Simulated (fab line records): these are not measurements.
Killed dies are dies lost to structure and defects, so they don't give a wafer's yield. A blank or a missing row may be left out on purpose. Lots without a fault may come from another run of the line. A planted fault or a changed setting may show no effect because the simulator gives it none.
Chamber matching | flow rit cmos | RIT_GATE_ETCH_19 on rie si-02 has 4 sister chambers
The step etches poly-Si in SF6/CHF3/O2, stops on SiO2, time 165 s, target depth 312.5 nm. 14 wafers are shown with their chamber, then 7 later ones without.

== WAFERS PAIRED WITH THEIR CHAMBERS ==
wafer  | chamber | drypump motor current A (A) | throttle valve pct (%) | O2_flow_sccm (sccm)
L426.2 | 3       | 5.58                        | 10.16                  | 5.015
L426.4 | 1       | 6.03                        | 10.29                  | 4.994
L426.6 | 1       | 6.06                        | 10.29                  | 5.004
L438.1 | 2       | 6.37                        | 10.16                  | 4.997
L438.2 | 1       | 6.04                        | 10.30                  | 4.978
L438.3 | 3       | 5.55                        | 10.17                  | 5.007
L440.4 | 1       | 6.07                        | 10.29                  | 4.999
L440.5 | 3       | 5.57                        | 10.17                  | 5.015
L440.6 | 2       | 6.33                        | 10.15                  | 5.015
L442.1 | 0       | 5.53                        | 10.31                  | 4.984
L442.3 | 2       | 6.33                        | 10.15                  | 5.010
L442.6 | 2       | 6.33                        | 10.16                  | 5.015
L444.1 | 3       | 5.57                        | 10.16                  | 4.979
L444.3 | 0       | 5.49                        | 10.32                  | 5.000

SIGNATURES, as means of the wafers listed above
reading                 | chamber 0 | chamber 1 | chamber 2 | chamber 3 | scatter within a chamber
drypump motor current A | 5.5100    | 6.0500    | 6.3400    | 5.5675    | 0.0186
throttle valve pct      | 10.3150   | 10.2925   | 10.1550   | 10.1650   | 0.0057
O2_flow_sccm            | 4.99200   | 4.99375   | 5.00925   | 5.00400   | 0.0127
Rule: distance of a wafer from a chamber = root of the sum over the readings of ((wafer's reading minus chamber's mean) / reading's scatter) squared. If the next closest chamber is less than 2 further off than the closest, the wafer can't be placed; otherwise it belongs to the closest. The scatter: take each reading less its chamber's mean, square it, sum over the shown wafers, divide by the number of wafers less the number of chambers, and take the root.

== WAFERS WHOSE CHAMBER IS MISSING ==
wafer  | drypump motor current A (A) | throttle valve pct (%) | O2_flow_sccm (sccm)
L444.4 | 6.09                        | 10.28                  | 4.987
L447.1 | 5.50                        | 10.31                  | 5.011
L447.4 | 5.57                        | 10.16                  | 5.009
L447.6 | 6.36                        | 10.17                  | 5.017
L448.1 | 5.56                        | 10.16                  | 4.953
L448.2 | 6.37                        | 10.15                  | 4.977
L448.5 | 5.54                        | 10.16                  | 4.975

== CHAMBER TAKEN BY EACH ==
wafer  | from the rows above | in truth
L444.4 | 1                   | 1
L447.1 | 0                   | 0
L447.4 | 3                   | 3
L447.6 | 2                   | 2
L448.1 | 3                   | 3
L448.2 | 2                   | 2
L448.5 | 3                   | 3
7 of 7 placed correctly. Left unplaced by these rows: 0. Number placed wrongly: 0.
